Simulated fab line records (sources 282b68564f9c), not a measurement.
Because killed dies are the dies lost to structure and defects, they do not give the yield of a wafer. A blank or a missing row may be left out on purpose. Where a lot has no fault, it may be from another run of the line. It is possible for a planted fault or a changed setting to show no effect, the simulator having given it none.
Which tool did it? ; flow rit cmos ; 15 lots (45 wafers sampled), 1 step of a 202-step route

== WHAT EACH GAUGE READ, for each wafer ==
Not one reading of a measure or inspect step in the record can be checked against a usual standard deviation.

== WHICH TOOL RAN EACH LOT (tool, then ch and the chambers of the sampled wafers, then the start) ==
lot;RIT_PLDD_SOFTBAKE_02
L355;litho track-02 ch 0, day 3 00:21
L356;litho track-03 ch 0, day 3 05:29
L357;litho track-02 ch 0, day 3 10:28
L358;litho track-03 ch 0, day 3 15:01
L360;litho track-03 ch 0, day 3 23:59
L363;litho track-01 ch 0, day 4 19:29
L364;litho track-03 ch 0, day 4 20:28
L365;litho track-03 ch 0, day 5 03:04
L366;litho track-03 ch 0, day 5 09:50
L367;litho track-01 ch 0, day 5 17:55
L370;litho track-01 ch 0, day 6 03:20
L371;litho track-02 ch 0, day 6 07:10
L373;litho track-01 ch 0, day 6 18:24
L374;litho track-01 ch 0, day 6 21:59
L376;litho track-02 ch 0, day 7 07:43
- RIT_PLDD_SOFTBAKE_02: time 60 s.

== AS READ BY THE TOOLS THEMSELVES (means over the sampled wafers that have a number; for cases with no such wafer, the mark the record gives instead) ==
RIT_PLDD_SOFTBAKE_02.
lot;tool;exhaust pa (Pa);plate temp C (C);run length s (s)
L355;litho track-02;46.0;90.17;88.81
L356;litho track-03;44.6;89.92;89.25
L357;litho track-02;46.0;89.94;88.93
L358;litho track-03;43.6;90.11;89.24
L360;litho track-03;46.8;89.95;89.27
L363;litho track-01;44.9;89.83;88.93
L364;litho track-03;44.6;90.13;101.52
L365;litho track-03;45.0;89.97;101.56
L366;litho track-03;46.0;89.99;101.48
L367;litho track-01;44.6;89.93;88.79
L370;litho track-01;44.7;89.89;88.78
L371;litho track-02;44.7;90.10;88.87
L373;litho track-01;44.5;90.02;88.98
L374;litho track-01;45.3;90.01;88.82
L376;litho track-02;45.6;89.94;88.76

== THE ANSWER, worked out from the rows above alone ==
Rule: the usual values come from the lots themselves. The widest of any qualifying gaps counts: lots, ordered by their means at a reading, are off when they make up no more than a third of the lots, leave a main group of 4 or more, and stand apart from it by 3 or more times the standard deviation of that group's means. The tables above print the reading to a certain number of digits; a main group whose means all agree to those digits is not used. A lot without any number at a reading at which 4 lots or more have one is off too. Any other lot the step has rows for is counted as sound. The gauges are gone through in route order, then the tools' own readings, and for those a lot's mean is taken as printed above. The first step at which some lot is off is used, and at that step the reading that is off furthest; a lot without a number counts as furthest.
Off, at RIT_PLDD_SOFTBAKE_02 on run length s: L364, L365, L366. The main group: mean 88.95 s, standard deviation 0.19.
If a tool, at that step or one of the process steps before it, ran each lot that is off and ran no sound lot following the first of them, it fits. One fits: RIT_PLDD_SOFTBAKE_02 on litho track-03. Its last sound lot is L360 (day 3 23:59), its first lot that is off L364 (day 4 20:28): a fault that began between those two fits.
The tool's own readings at RIT_PLDD_SOFTBAKE_02 bear it out: on the lots that are off they differ by more than 5 times the standard deviation of the sound lots' means. run length s reads 101.52 s there against 88.95 s on the sound lots.

== WHAT WAS PUT IN BY THE SIMULATOR ==
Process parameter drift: litho track-03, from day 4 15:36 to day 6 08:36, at RIT_PLDD_SOFTBAKE_02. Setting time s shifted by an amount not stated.
Shown lots that were struck: L364, L365, L366. The rule above reached the same finding.
